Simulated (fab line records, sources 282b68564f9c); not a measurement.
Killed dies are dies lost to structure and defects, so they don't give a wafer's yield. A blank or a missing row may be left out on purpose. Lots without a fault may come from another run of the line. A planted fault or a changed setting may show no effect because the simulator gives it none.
fab line records | flow rit_cmos
record lots=5 wafers=15 last_day=6
route steps=202 shown GATE@84 REOX@98 NLDD@103 PLDD@114
lots that met no fault: from a run of the same line without faults
start_h: hours from the record's first day to the start of the lot's first wafer shown | wait_h: hours since the lot's step before | " the same as in the row above | L1.1+2: a row that stands for several wafers | - no value, or no start given | * or withheld: withheld | < > ~ a bound
route shown NAME@n: a module of which the file shows steps, and the number in the route of the first | usual: mean/standard deviation of fault-free wafers | same: alike in all rows | chamber/n: place in a boat | sites: the reading at each site | _std_site: their standard deviation | _edge_site: outer sites' mean less inner sites' | radius_mm: how far each site lies from the wafer's centre | mask NAME#n: copy n | behind: the tool/chamber that last shaped the wafer | hold: why the lot was held/for how many hours/how that ended | device: the transistor (n, p or np) that didn't switch | end of line: the same wafers' tests at the end of the route | a step without rows: its recipe alone | killed: dies lost to structure and defects at the first sort, not the wafer's yield | map: a wafer's dies, x killed, . not, _ none there
set.NAME: the setting as run; set.NAME@STEP: as run at that earlier step | model.NAME: the simulator's own value behind a step, which no gauge read
lots at some steps of the route; a table a step, a row a wafer
services: from which hour (start_h, from the record's first day; less than 0 if before it) a tool's chamber was out of use, for how many hours, and why
## steps
# step RIT_GATE_CVD_08
# recipe material=poly-Si target_thk_nm=250 temp_c=610 precursor=SiH4 time_s=2220 pressure_mtorr=300 sih4_flow_sccm=100
# columns lot.wafer tool chamber start_h wait_h
L077.1+4+6 lpcvd-01 1 52.36 0.1
L081.2+3+4 lpcvd-02 0 73.62 0.0
L086.1+4+5 lpcvd-01 1 93.44 0.1
L089.4+5+6 lpcvd-01 1 111.22 0.0
L091.2+4+6 lpcvd-02 1 119.54 0.0
# step RIT_GATE_THK_MEAS_09
# recipe reads=poly-Si_of_GATE_CVD_08
# usual GATE_POLY_THK=251.2/2.2
# columns lot.wafer tool chamber start_h wait_h GATE_POLY_THK[nm]
L077.1 film_metro-04 - 53.98 0.0 249.9
L077.4 " - " " 251.8
L077.6 " - " " 250.3
L081.2 film_metro-03 - 75.25 0.0 255.1
L081.3 " - " " 256.1
L081.4 " - " " 254.6
L086.1 film_metro-04 - 95.06 0.0 249.5
L086.4 " - " " 249.7
L086.5 " - " " 251.3
L089.4 film_metro-04 - 112.87 0.0 252.2
L089.5 " - " " 250.4
L089.6 " - " " 250.8
L091.2 film_metro-01 - 121.16 0.0 251.4
L091.4 " - " " 249.5
L091.6 " - " " 250.3
# step RIT_GATE_HMDS_10
# recipe prime_time_s=60 prime_temp_c=140
# usual exhaust_pa=44.9/0.89
# columns lot.wafer tool chamber start_h wait_h exhaust_pa
L077.1 litho_track-04 0 54.04 0.1 44.4
L077.4 " 0 " " 46.0
L077.6 " 0 " " 45.6
L081.2 litho_track-04 0 75.32 0.1 46.2
L081.3 " 0 " " 46.0
L081.4 " 0 " " 45.0
L086.1 litho_track-02 0 95.18 0.1 44.0
L086.4 " 0 " " 43.6
L086.5 " 0 " " 43.8
L089.4 litho_track-02 0 112.97 0.1 45.1
L089.5 " 0 " " 45.6
L089.6 " 0 " " 46.0
L091.2 litho_track-03 0 121.24 0.1 43.7
L091.4 " 0 " " 44.9
L091.6 " 0 " " 46.7
# step RIT_GATE_COAT_11
# recipe resist=NOVOLAK spin_rpm=4250 resist_thk_nm=850
# usual exhaust_pa=45.0/0.92
# columns lot.wafer tool chamber start_h wait_h exhaust_pa
L077.1 litho_track-04 0 54.19 0.1 45.4
L077.4 " 0 " " 44.8
L077.6 " 0 " " 45.8
L081.2 litho_track-04 0 75.47 0.1 45.2
L081.3 " 0 " " 44.5
L081.4 " 0 " " 46.1
L086.1 litho_track-02 0 95.33 0.1 45.5
L086.4 " 0 " " 47.2
L086.5 " 0 " " 44.3
L089.4 litho_track-02 0 113.12 0.1 43.8
L089.5 " 0 " " 43.7
L089.6 " 0 " " 43.4
L091.2 litho_track-03 0 121.39 0.1 44.7
L091.4 " 0 " " 44.7
L091.6 " 0 " " 43.4
# step RIT_GATE_SOFTBAKE_12
# recipe resist=NOVOLAK temp_c=90 time_s=60
# usual exhaust_pa=45.1/1
# columns lot.wafer tool chamber start_h wait_h exhaust_pa
L077.1 litho_track-04 0 54.34 0.1 44.7
L077.4 " 0 " " 43.8
L077.6 " 0 " " 44.9
L081.2 litho_track-04 0 75.62 0.1 45.3
L081.3 " 0 " " 44.1
L081.4 " 0 " " 46.4
L086.1 litho_track-02 0 95.48 0.1 44.8
L086.4 " 0 " " 44.1
L086.5 " 0 " " 45.1
L089.4 litho_track-02 0 113.27 0.1 46.0
L089.5 " 0 " " 43.4
L089.6 " 0 " " 44.7
L091.2 litho_track-03 0 121.54 0.1 46.8
L091.4 " 0 " " 45.7
L091.6 " 0 " " 46.0
# step RIT_GATE_EXPOSE_13
# recipe mask_id=M6 na=0.6 source_shape=conventional sigma_outer=0.6 target_cd_nm=150 dose_mj=380
# columns lot.wafer tool chamber start_h wait_h mask
L077.1+4+6 iline_stepper-02 0 54.62 0.2 M6#0
L081.2+3+4 iline_stepper-02 0 75.76 0.1 M6#0
L086.1+4+5 iline_stepper-01 0 95.63 0.1 M6#0
L089.4+5+6 iline_stepper-01 0 113.53 0.2 M6#0
L091.2+4+6 iline_stepper-02 0 121.68 0.1 M6#0
# step RIT_GATE_PEB_14
# recipe resist=NOVOLAK temp_c=withheld time_s=withheld
# usual exhaust_pa=45.3/0.88
# columns lot.wafer tool chamber start_h wait_h exhaust_pa
L077.1 litho_track-04 0 54.73 0.1 45.2
L077.4 " 0 " " 44.2
L077.6 " 0 " " 44.3
L081.2 litho_track-04 0 75.89 0.1 45.6
L081.3 " 0 " " 46.3
L081.4 " 0 " " 45.5
L086.1 litho_track-02 0 95.75 0.1 45.2
L086.4 " 0 " " 46.7
L086.5 " 0 " " 46.0
L089.4 litho_track-02 0 113.66 0.1 44.8
L089.5 " 0 " " 43.7
L089.6 " 0 " " 45.1
L091.2 litho_track-04 0 121.81 0.1 44.6
L091.4 " 0 " " 46.2
L091.6 " 0 " " 44.8
# step RIT_GATE_DEVELOP_15
# recipe resist=NOVOLAK develop_time_s=50 dev_temp_c=23
# usual exhaust_pa=45.0/0.81
# columns lot.wafer tool chamber start_h wait_h exhaust_pa
L077.1 litho_track-04 0 - - 44.7
L077.4 " 0 " " 45.8
L077.6 " 0 " " 45.4
L081.2 litho_track-04 0 - - 44.2
L081.3 " 0 " " 44.1
L081.4 " 0 " " 45.2
L086.1 litho_track-02 0 - - 43.5
L086.4 " 0 " " 44.6
L086.5 " 0 " " 42.9
L089.4 litho_track-02 0 - - 44.4
L089.5 " 0 " " 46.0
L089.6 " 0 " " 44.9
L091.2 litho_track-04 0 - - 44.7
L091.4 " 0 " " 43.8
L091.6 " 0 " " 45.0
# step RIT_GATE_CD_MEAS_16
# recipe target_cd_nm=150
# usual cd_nm=150.3/2.8
# columns lot.wafer tool chamber start_h wait_h cd_nm
L077.1 cd_sem-01 - 55.01 - 142.9
L077.4 " - " " 145.3
L077.6 " - " " 147.2
L081.2 cd_sem-02 - 76.17 - 149.9
L081.3 " - " " 150.5
L081.4 " - " " 152.1
L086.1 cd_sem-02 - 96.03 - 149.3
L086.4 " - " " 151.7
L086.5 " - " " 152.0
L089.4 cd_sem-01 - 113.93 - 150.7
L089.5 " - " " 151.3
L089.6 " - " " 149.3
L091.2 cd_sem-01 - 122.08 - 149.8
L091.4 " - " " 150.6
L091.6 " - " " 149.7
# step RIT_GATE_OVL_MEAS_17
# usual GATE_OVL=-0.1/1.7
# columns lot.wafer tool chamber start_h wait_h GATE_OVL[nm]
L077.1 overlay-02 - 55.13 0.1 0.2
L077.4 " - " " 0.0
L077.6 " - " " -1.4
L081.2 overlay-02 - 76.27 0.1 1.3
L081.3 " - " " 2.9
L081.4 " - " " 2.4
L086.1 overlay-01 - 96.15 0.1 -2.1
L086.4 " - " " -1.4
L086.5 " - " " -0.8
L089.4 overlay-01 - 114.01 0.1 0.1
L089.5 " - " " 2.1
L089.6 " - " " 1.1
L091.2 overlay-02 - 122.19 0.1 -0.2
L091.4 " - " " -1.2
L091.6 " - " " -0.1
# step RIT_GATE_HARDBAKE_18
# recipe resist=NOVOLAK temp_c=140 time_s=60
# usual exhaust_pa=45.0/0.95
# columns lot.wafer tool chamber start_h wait_h exhaust_pa
L077.1 litho_track-03 0 55.17 0.0 43.9
L077.4 " 0 " " 44.7
L077.6 " 0 " " 44.4
L081.2 litho_track-04 0 76.33 0.0 46.4
L081.3 " 0 " " 45.3
L081.4 " 0 " " 45.7
L086.1 litho_track-04 0 96.19 0.0 45.9
L086.4 " 0 " " 46.3
L086.5 " 0 " " 46.2
L089.4 litho_track-04 0 114.10 0.1 43.9
L089.5 " 0 " " 46.0
L089.6 " 0 " " 45.1
L091.2 litho_track-02 0 122.25 0.0 45.4
L091.4 " 0 " " 44.9
L091.6 " 0 " " 45.7
# step RIT_GATE_ETCH_19
# recipe chemistry=SF6/CHF3/O2 time_s=165 SF6_flow_sccm=30 CHF3_flow_sccm=30 O2_flow_sccm=5 target=poly-Si pressure_mtorr=40 rf_w=160 target_depth_a=3125 over_etch_frac=0.25 stop_on=SiO2
# usual drypump_motor_current_A=5.4/0.43 oes_product_au=0.859/0.0098 throttle_valve_pct=10.25/0.12
# columns lot.wafer tool chamber start_h wait_h drypump_motor_current_A oes_product_au rf_hours_counter_h throttle_valve_pct
L077.1 rie_si-01 0 55.32 0.1 5.3 0.857 101 10.26
L077.4 " 1 " " 5.7 0.869 28 10.29
L077.6 " 0 " " 5.3 0.854 - 10.25
L081.2 rie_si-01 0 76.45 0.1 5.3 0.871 101 10.26
L081.3 " 3 " " 6.1 0.864 1 10.13
L081.4 " 2 " " 5.3 0.864 1 10.25
L086.1 rie_si-02 2 96.34 0.1 5.7 0.859 55 10.39
L086.4 " 2 " " 5.7 0.858 - 10.40
L086.5 " 3 " " 4.8 0.860 - 10.24
L089.4 rie_si-01 0 114.18 0.1 5.3 0.858 102 10.27
L089.5 " 2 " " 5.3 0.865 - 10.25
L089.6 " 3 " " 6.1 0.846 - 10.12
L091.2 rie_si-01 0 122.37 0.1 5.3 0.860 102 10.26
L091.4 " 3 " " 6.1 0.842 1 10.13
L091.6 " 0 " " 5.3 0.850 - 10.26
# step RIT_GATE_STRIP_20
# recipe chemistry=O2 time_s=180 resist=NOVOLAK platen_temp_c=withheld power_w=500 pressure_mtorr=4000 o2_flow_sccm=4000
# usual drypump_motor_current_A=6.0/0.57 o2_flow_sccm=4000/12
# columns lot.wafer tool chamber start_h wait_h drypump_motor_current_A o2_flow_sccm rf_hours_counter_h
L077.1 plasma_asher-01 0 55.43 0.1 6.1 3986 39
L077.4 " 1 " " 6.0 4009 -
L077.6 " 0 " " 6.1 3992 -
L081.2 plasma_asher-02 1 76.56 0.1 4.9 3976 40
L081.3 " 0 " " 6.8 3999 -
L081.4 " 1 " " 5.0 3979 -
L086.1 plasma_asher-02 0 96.45 0.1 6.8 3986 42
L086.4 " 0 " " 6.8 3994 -
L086.5 " 0 " " 6.8 3999 -
L089.4 plasma_asher-02 1 114.35 0.1 4.9 3992 -
L089.5 " 0 " " 6.8 4020 -
L089.6 " 1 " " 4.9 3994 -
L091.2 plasma_asher-04 0 122.48 0.1 5.9 4014 33
L091.4 " 0 " " 5.9 4011 -
L091.6 " 1 " " 6.6 3999 -
# step RIT_GATE_CD_MEAS_90
# recipe target_cd_nm=150
# usual cd_nm=150.4/2.8
# columns lot.wafer tool chamber start_h wait_h cd_nm
L077.1 cd_sem-01 - 55.60 0.1 143.3
L077.4 " - " " 144.8
L077.6 " - " " 147.5
L081.2 cd_sem-01 - 76.75 0.1 150.2
L081.3 " - " " 150.6
L081.4 " - " " 152.1
L086.1 cd_sem-01 - 96.62 0.1 150.1
L086.4 " - " " 151.7
L086.5 " - " " 152.2
L089.4 cd_sem-02 - 114.52 0.1 151.1
L089.5 " - " " 151.9
L089.6 " - " " 149.6
L091.2 cd_sem-02 - 122.67 0.1 150.2
L091.4 " - " " 150.3
L091.6 " - " " 150.1
# step RIT_REOX_CLEAN_00
# recipe chemistry=SC1 mix=3:3:50 time_s=600 temp_c=75
# usual temp_c=75.02/0.12
# columns lot.wafer tool chamber start_h wait_h temp_c
L077.1 wet_bench-02 1 55.72 0.1 75.00
L077.4 " 1 " " 75.24
L077.6 " 1 " " 75.21
L081.2 wet_bench-02 0 76.85 0.1 74.87
L081.3 " 0 " " 74.94
L081.4 " 0 " " 75.10
L086.1 wet_bench-04 3 96.74 0.1 74.97
L086.4 " 3 " " 75.15
L086.5 " 3 " " 75.06
L089.4 wet_bench-02 2 114.58 0.0 75.11
L089.5 " 2 " " 74.91
L089.6 " 2 " " 74.90
L091.2 wet_bench-02 3 122.77 0.1 75.00
L091.4 " 3 " " 74.88
L091.6 " 3 " " 74.82
# step RIT_REOX_CLEAN_01
# recipe chemistry=dHF dilution=50:1 time_s=30
# columns lot.wafer tool chamber start_h wait_h
L077.1+4+6 wet_bench-01 0 55.92 0.0
L081.2+3+4 wet_bench-01 1 77.05 0.0
L086.1+4+5 wet_bench-02 1 96.92 0.0
L089.4+5+6 wet_bench-04 0 114.77 0.0
L091.2+4+6 wet_bench-04 3 122.97 0.0
# step RIT_REOX_CLEAN_02
# recipe chemistry=SC2 mix=3:3:50 time_s=600 temp_c=75 dry=n2_spin
# usual temp_c=74.99/0.11
# columns lot.wafer tool chamber start_h wait_h temp_c
L077.1 wet_bench-04 2 55.93 0.0 74.88
L077.4 " 2 " " 74.77
L077.6 " 2 " " 75.09
L081.2 wet_bench-02 0 77.06 0.0 74.76
L081.3 " 0 " " 74.94
L081.4 " 0 " " 74.90
L086.1 wet_bench-01 1 96.94 0.0 75.09
L086.4 " 1 " " 74.99
L086.5 " 1 " " 74.92
L089.4 wet_bench-01 3 114.79 0.0 74.95
L089.5 " 3 " " 75.00
L089.6 " 3 " " 74.97
L091.2 wet_bench-01 2 122.98 0.0 74.96
L091.4 " 2 " " 74.91
L091.6 " 2 " " 75.03
# step RIT_REOX_OXIDATION_03
# recipe temp_c=900 ambient=O2 target_thk_a=252 ox_time_s=5580
# columns lot.wafer tool chamber start_h wait_h
L077.1+4+6 furnace-01 0 56.21 0.1
L081.2+3+4 furnace-02 0 78.13 0.9
L086.1+4+5 furnace-01 0 97.57 0.4
L089.4+5+6 furnace-02 0 114.96 0.0
L091.2+4+6 furnace-02 0 123.16 0.0
# step RIT_REOX_THK_MEAS_04
# recipe reads=SiO2_of_REOX_OXIDATION_03
# usual REOX_OXIDE_THK=25.2/0.46
# columns lot.wafer tool chamber start_h wait_h REOX_OXIDE_THK[nm]
L077.1 film_metro-04 - 58.76 0.0 24.9
L077.4 " - " " 25.5
L077.6 " - " " 25.3
L081.2 film_metro-04 - 80.69 0.0 25.2
L081.3 " - " " 25.2
L081.4 " - " " 25.3
L086.1 film_metro-04 - 100.12 0.0 24.9
L086.4 " - " " 24.9
L086.5 " - " " 25.0
L089.4 film_metro-01 - 117.54 0.0 25.6
L089.5 " - " " 25.6
L089.6 " - " " 25.3
L091.2 film_metro-04 - 125.72 0.0 24.4
L091.4 " - " " 24.7
L091.6 " - " " 24.8
# step RIT_NLDD_HMDS_00
# recipe prime_time_s=60 prime_temp_c=140
# usual exhaust_pa=44.9/0.9
# columns lot.wafer tool chamber start_h wait_h exhaust_pa
L077.1 litho_track-02 0 58.82 0.1 45.0
L077.4 " 0 " " 44.4
L077.6 " 0 " " 42.7
L081.2 litho_track-02 0 80.76 0.1 43.4
L081.3 " 0 " " 43.6
L081.4 " 0 " " 44.3
L086.1 litho_track-04 0 100.18 0.1 44.4
L086.4 " 0 " " 45.3
L086.5 " 0 " " 43.8
L089.4 litho_track-04 0 117.65 0.1 44.8
L089.5 " 0 " " 44.8
L089.6 " 0 " " 45.0
L091.2 litho_track-01 0 126.01 0.3 45.5
L091.4 " 0 " " 46.3
L091.6 " 0 " " 44.7
# step RIT_NLDD_COAT_01
# recipe resist=NOVOLAK spin_rpm=3250 resist_thk_nm=1000
# usual exhaust_pa=45.1/0.85
# columns lot.wafer tool chamber start_h wait_h exhaust_pa
L077.1 litho_track-02 0 58.97 0.1 44.7
L077.4 " 0 " " 44.8
L077.6 " 0 " " 45.8
L081.2 litho_track-02 0 80.91 0.1 46.1
L081.3 " 0 " " 45.0
L081.4 " 0 " " 45.4
L086.1 litho_track-04 0 100.33 0.1 45.7
L086.4 " 0 " " 47.4
L086.5 " 0 " " 45.8
L089.4 litho_track-04 0 117.80 0.1 43.8
L089.5 " 0 " " 44.7
L089.6 " 0 " " 45.2
L091.2 litho_track-01 0 126.16 0.1 44.2
L091.4 " 0 " " 44.8
L091.6 " 0 " " 44.0
# step RIT_NLDD_SOFTBAKE_02
# recipe resist=NOVOLAK temp_c=90 time_s=60
# usual exhaust_pa=45.2/0.85
# columns lot.wafer tool chamber start_h wait_h exhaust_pa
L077.1 litho_track-02 0 59.12 0.1 44.1
L077.4 " 0 " " 45.0
L077.6 " 0 " " 44.6
L081.2 litho_track-02 0 81.06 0.1 44.5
L081.3 " 0 " " 45.7
L081.4 " 0 " " 44.4
L086.1 litho_track-04 0 100.48 0.1 44.6
L086.4 " 0 " " 44.7
L086.5 " 0 " " 45.3
L089.4 litho_track-04 0 117.95 0.1 45.0
L089.5 " 0 " " 45.6
L089.6 " 0 " " 45.9
L091.2 litho_track-01 0 126.31 0.1 45.7
L091.4 " 0 " " 44.4
L091.6 " 0 " " 44.2
# step RIT_NLDD_EXPOSE_03
# recipe mask_id=M7 na=0.57 target_cd_nm=40700 dose_mj=250
# columns lot.wafer tool chamber start_h wait_h mask
L077.1+4+6 iline_stepper-02 0 59.39 0.2 M7#0
L081.2+3+4 iline_stepper-01 0 81.33 0.2 M7#0
L086.1+4+5 iline_stepper-01 0 100.75 0.2 M7#0
L089.4+5+6 iline_stepper-01 0 118.21 0.2 M7#0
L091.2+4+6 iline_stepper-01 0 126.45 0.1 M7#0
# step RIT_NLDD_PEB_04
# recipe resist=NOVOLAK temp_c=withheld time_s=withheld
# usual exhaust_pa=44.7/0.77
# columns lot.wafer tool chamber start_h wait_h exhaust_pa
L077.1 litho_track-01 0 59.51 0.1 44.6
L077.4 " 0 " " 44.6
L077.6 " 0 " " 45.0
L081.2 litho_track-01 0 81.61 0.3 44.4
L081.3 " 0 " " 44.4
L081.4 " 0 " " 45.6
L086.1 litho_track-01 0 100.87 0.1 44.5
L086.4 " 0 " " 45.4
L086.5 " 0 " " 44.5
L089.4 litho_track-02 0 118.34 0.1 44.8
L089.5 " 0 " " 42.3
L089.6 " 0 " " 44.6
L091.2 litho_track-04 0 126.57 0.1 44.3
L091.4 " 0 " " 43.9
L091.6 " 0 " " 44.6
# step RIT_NLDD_DEVELOP_05
# recipe resist=NOVOLAK develop_time_s=50 dev_temp_c=23
# usual exhaust_pa=44.9/0.86
# columns lot.wafer tool chamber start_h wait_h exhaust_pa
L077.1 litho_track-01 0 - - 46.0
L077.4 " 0 " " 45.7
L077.6 " 0 " " 45.9
L081.2 litho_track-01 0 - - 45.4
L081.3 " 0 " " 43.8
L081.4 " 0 " " 44.6
L086.1 litho_track-01 0 - - 45.4
L086.4 " 0 " " 45.7
L086.5 " 0 " " 44.6
L089.4 litho_track-02 0 - - 44.1
L089.5 " 0 " " 44.0
L089.6 " 0 " " 43.1
L091.2 litho_track-04 0 - - 44.7
L091.4 " 0 " " 43.8
L091.6 " 0 " " 44.8
# step RIT_NLDD_OVL_MEAS_06
# usual NLDD_OVL=-0.5/1.4
# columns lot.wafer tool chamber start_h wait_h NLDD_OVL[nm]
L077.1 overlay-02 - 59.79 - -2.2
L077.4 " - " " -0.3
L077.6 " - " " -1.0
L081.2 overlay-02 - 81.88 - -1.1
L081.3 " - " " 0.4
L081.4 " - " " 1.5
L086.1 overlay-02 - 101.15 - -0.9
L086.4 " - " " 0.4
L086.5 " - " " 1.4
L089.4 overlay-02 - 118.57 - -0.4
L089.5 " - " " -0.1
L089.6 " - " " -1.9
L091.2 overlay-01 - 126.84 - -1.4
L091.4 " - " " -1.1
L091.6 " - " " -0.4
# step RIT_NLDD_HARDBAKE_07
# recipe resist=NOVOLAK temp_c=140 time_s=60
# usual exhaust_pa=45.0/0.85
# columns lot.wafer tool chamber start_h wait_h exhaust_pa
L077.1 litho_track-01 0 59.83 0.0 47.7
L077.4 " 0 " " 45.5
L077.6 " 0 " " 46.1
L081.2 litho_track-01 0 81.93 0.0 44.8
L081.3 " 0 " " 44.7
L081.4 " 0 " " 44.1
L086.1 litho_track-01 0 101.19 0.0 45.1
L086.4 " 0 " " 44.2
L086.5 " 0 " " 45.3
L089.4 litho_track-04 0 118.66 0.1 45.0
L089.5 " 0 " " 44.5
L089.6 " 0 " " 44.3
L091.2 litho_track-02 0 126.89 0.0 45.1
L091.4 " 0 " " 44.1
L091.6 " 0 " " 46.2
# step RIT_NLDD_IMPLANT_08
# recipe species=P energy_kev=20 dose_cm2=5e+14 tilt_deg=7
# usual dose_ions_cm2=4.999e+14/5e+11
# columns lot.wafer tool chamber start_h wait_h dose_ions_cm2
L077.1 implanter-01 0 59.98 0.1 5.003e+14
L077.4 " 0 " " 4.999e+14
L077.6 " 0 " " 4.999e+14
L081.2 implanter-01 0 82.08 0.1 5e+14
L081.3 " 0 " " 4.999e+14
L081.4 " 0 " " 5.004e+14
L086.1 implanter-01 0 101.34 0.1 5.001e+14
L086.4 " 0 " " 5.004e+14
L086.5 " 0 " " 5.014e+14
L089.4 implanter-03 0 118.81 0.1 4.998e+14
L089.5 " 0 " " 4.999e+14
L089.6 " 0 " " 5.002e+14
L091.2 implanter-02 0 127.04 0.1 5.005e+14
L091.4 " 0 " " 5.005e+14
L091.6 " 0 " " 4.992e+14
# step RIT_NLDD_STRIP_09
# recipe chemistry=O2 time_s=180 resist=NOVOLAK platen_temp_c=withheld power_w=500 pressure_mtorr=4000 o2_flow_sccm=4000
# usual drypump_motor_current_A=6.11/0.28 o2_flow_sccm=3999/11
# columns lot.wafer tool chamber start_h wait_h drypump_motor_current_A o2_flow_sccm rf_hours_counter_h
L077.1 plasma_asher-04 1 60.13 0.1 6.59 3999 27
L077.4 " 1 " " 6.59 4013 -
L077.6 " 1 " " 6.63 4008 -
L081.2 plasma_asher-03 1 82.21 0.1 5.77 3996 47
L081.3 " 1 " " 5.77 3983 -
L081.4 " 0 " " 6.35 4011 -
L086.1 plasma_asher-03 1 101.49 0.1 5.80 3997 50
L086.4 " 1 " " 5.80 3983 -
L086.5 " 0 " " 6.33 4008 -
L089.4 plasma_asher-03 0 118.94 0.1 6.35 3973 -
L089.5 " 1 " " 5.77 4004 -
L089.6 " 0 " " 6.34 3995 -
L091.2 plasma_asher-01 0 127.17 0.1 6.09 3988 47
L091.4 " 0 " " 6.10 4004 -
L091.6 " 1 " " 6.06 3998 -
# step RIT_NLDD_TW_MEAS_10
# usual NLDD_TW=2484/22
# columns lot.wafer tool chamber start_h wait_h NLDD_TW
L077.1 film_metro-03 - 60.30 0.1 2462
L077.4 " - " " 2462
L077.6 " - " " 2453
L081.2 film_metro-02 - 82.39 0.1 2476
L081.3 " - " " 2477
L081.4 " - " " 2474
L086.1 film_metro-01 - 101.66 0.1 2520
L086.4 " - " " 2518
L086.5 " - " " 2494
L089.4 film_metro-02 - 119.09 0.1 2475
L089.5 " - " " 2476
L089.6 " - " " 2474
L091.2 film_metro-01 - 127.35 0.1 2520
L091.4 " - " " 2527
L091.6 " - " " 2499
# step RIT_PLDD_HMDS_00
# recipe prime_time_s=60 prime_temp_c=140
# usual exhaust_pa=44.9/0.84
# columns lot.wafer tool chamber start_h wait_h exhaust_pa
L077.1 litho_track-01 0 60.65 0.3 44.4
L077.4 " 0 " " 45.3
L077.6 " 0 " " 44.1
L081.2 litho_track-03 0 82.47 0.1 44.7
L081.3 " 0 " " 44.5
L081.4 " 0 " " 46.3
L086.1 litho_track-01 0 101.72 0.1 43.8
L086.4 " 0 " " 44.4
L086.5 " 0 " " 43.9
L089.4 litho_track-02 0 119.20 0.1 46.6
L089.5 " 0 " " 46.8
L089.6 " 0 " " 46.9
L091.2 litho_track-03 0 127.43 0.1 44.3
L091.4 " 0 " " 44.7
L091.6 " 0 " " 44.5
# step RIT_PLDD_COAT_01
# recipe resist=NOVOLAK spin_rpm=3250 resist_thk_nm=1000
# usual exhaust_pa=44.8/0.8
# columns lot.wafer tool chamber start_h wait_h exhaust_pa
L077.1 litho_track-01 0 60.80 0.1 43.8
L077.4 " 0 " " 44.8
L077.6 " 0 " " 44.5
L081.2 litho_track-03 0 82.62 0.1 45.0
L081.3 " 0 " " 45.0
L081.4 " 0 " " 45.1
L086.1 litho_track-01 0 101.87 0.1 44.3
L086.4 " 0 " " 43.7
L086.5 " 0 " " 45.0
L089.4 litho_track-02 0 119.35 0.1 43.3
L089.5 " 0 " " 45.0
L089.6 " 0 " " 43.5
L091.2 litho_track-03 0 127.58 0.1 43.1
L091.4 " 0 " " 43.9
L091.6 " 0 " " 43.8
# step RIT_PLDD_SOFTBAKE_02
# recipe resist=NOVOLAK temp_c=90 time_s=60
# usual exhaust_pa=45.1/0.84
# columns lot.wafer tool chamber start_h wait_h exhaust_pa
L077.1 litho_track-01 0 60.95 0.1 45.0
L077.4 " 0 " " 45.9
L077.6 " 0 " " 44.5
L081.2 litho_track-03 0 82.77 0.1 44.8
L081.3 " 0 " " 45.5
L081.4 " 0 " " 45.6
L086.1 litho_track-01 0 102.02 0.1 44.3
L086.4 " 0 " " 45.3
L086.5 " 0 " " 47.0
L089.4 litho_track-02 0 119.50 0.1 44.7
L089.5 " 0 " " 45.6
L089.6 " 0 " " 45.3
L091.2 litho_track-03 0 127.73 0.1 45.0
L091.4 " 0 " " 44.8
L091.6 " 0 " " 45.3
# step RIT_PLDD_EXPOSE_03
# recipe mask_id=M8 na=0.57 target_cd_nm=40900 dose_mj=250
# columns lot.wafer tool chamber start_h wait_h mask
L077.1+4+6 iline_stepper-02 0 61.10 0.1 M8#0
L081.2+3+4 iline_stepper-01 0 82.91 0.1 M8#0
L086.1+4+5 iline_stepper-02 0 102.17 0.1 M8#0
L089.4+5+6 iline_stepper-01 0 119.75 0.2 M8#0
L091.2+4+6 iline_stepper-01 0 128.00 0.2 M8#0
# step RIT_PLDD_PEB_04
# recipe resist=NOVOLAK temp_c=withheld time_s=withheld
# usual exhaust_pa=45.0/0.84
# columns lot.wafer tool chamber start_h wait_h exhaust_pa
L077.1 litho_track-01 0 61.22 0.1 44.9
L077.4 " 0 " " 45.4
L077.6 " 0 " " 45.2
L081.2 litho_track-01 0 83.04 0.1 44.9
L081.3 " 0 " " 45.7
L081.4 " 0 " " 46.2
L086.1 litho_track-01 0 102.29 0.1 46.5
L086.4 " 0 " " 45.3
L086.5 " 0 " " 46.2
L089.4 litho_track-03 0 119.89 0.1 45.9
L089.5 " 0 " " 46.2
L089.6 " 0 " " 46.1
L091.2 litho_track-03 0 128.12 0.1 44.2
L091.4 " 0 " " 44.1
L091.6 " 0 " " 44.5
# step RIT_PLDD_DEVELOP_05
# recipe resist=NOVOLAK develop_time_s=50 dev_temp_c=23
# usual exhaust_pa=44.9/0.87
# columns lot.wafer tool chamber start_h wait_h exhaust_pa
L077.1 litho_track-01 0 - - 45.7
L077.4 " 0 " " 45.1
L077.6 " 0 " " 43.3
L081.2 litho_track-01 0 - - 43.4
L081.3 " 0 " " 44.2
L081.4 " 0 " " 44.3
L086.1 litho_track-01 0 - - 45.3
L086.4 " 0 " " 45.6
L086.5 " 0 " " 43.6
L089.4 litho_track-03 0 - - 45.4
L089.5 " 0 " " 44.9
L089.6 " 0 " " 44.2
L091.2 litho_track-03 0 - - 45.9
L091.4 " 0 " " 44.9
L091.6 " 0 " " 45.3
# step RIT_PLDD_OVL_MEAS_06
# usual PLDD_OVL=0.7/1.3
# columns lot.wafer tool chamber start_h wait_h PLDD_OVL[nm]
L077.1 overlay-01 - 61.50 - 1.5
L077.4 " - " " 1.3
L077.6 " - " " 1.1
L081.2 overlay-01 - 83.30 - 1.1
L081.3 " - " " 1.4
L081.4 " - " " 0.8
L086.1 overlay-01 - 102.57 - -0.2
L086.4 " - " " -0.1
L086.5 " - " " 1.2
L089.4 overlay-01 - 120.11 - 0.3
L089.5 " - " " 1.1
L089.6 " - " " 0.5
L091.2 overlay-01 - 128.38 - 1.2
L091.4 " - " " 1.7
L091.6 " - " " 1.5
# step RIT_PLDD_HARDBAKE_07
# recipe resist=NOVOLAK temp_c=140 time_s=60
# usual exhaust_pa=45.4/0.9
# columns lot.wafer tool chamber start_h wait_h exhaust_pa
L077.1 litho_track-01 0 61.54 0.0 45.1
L077.4 " 0 " " 44.1
L077.6 " 0 " " 45.3
L081.2 litho_track-03 0 83.36 0.0 44.7
L081.3 " 0 " " 44.7
L081.4 " 0 " " 44.4
L086.1 litho_track-02 0 102.61 0.0 46.2
L086.4 " 0 " " 46.4
L086.5 " 0 " " 45.4
L089.4 litho_track-03 0 120.21 0.1 44.5
L089.5 " 0 " " 44.1
L089.6 " 0 " " 46.0
L091.2 litho_track-01 0 128.44 0.0 44.4
L091.4 " 0 " " 45.1
L091.6 " 0 " " 43.9
## services
# columns tool chamber start_h hours kind
rie_si-02 2 30.79 34.0 repair
iline_stepper-01 0 31.69 - calibration
furnace-01 - 35.48 20.7 pm
implanter-02 - 41.72 3.7 repair
implanter-03 - 41.97 2.5 repair
plasma_asher-02 - 50.39 3.1 repair
wet_bench-02 - 64.77 3.3 repair
plasma_asher-04 - 78.37 17.6 repair
furnace-01 - 86.96 3.6 pm
furnace-01 - 90.60 2.5 pm
rie_si-02 0 93.54 - clean
rie_si-01 1 95.63 3.2 repair
iline_stepper-01 - 96.65 3.8 repair
implanter-01 - 104.28 4.5 repair
plasma_asher-03 - 108.75 9.0 pm
plasma_asher-03 0 108.75 9.0 vent_cycle
plasma_asher-03 1 108.75 9.0 vent_cycle
plasma_asher-02 - 111.69 0.8 repair
implanter-03 - 113.44 3.2 repair
implanter-01 - 115.99 44.0 pm
plasma_asher-03 0 117.75 - clean
plasma_asher-03 1 117.75 - clean
plasma_asher-01 - 122.12 4.2 pm
rie_si-01 0 126.56 5.2 repair
## key
fault none
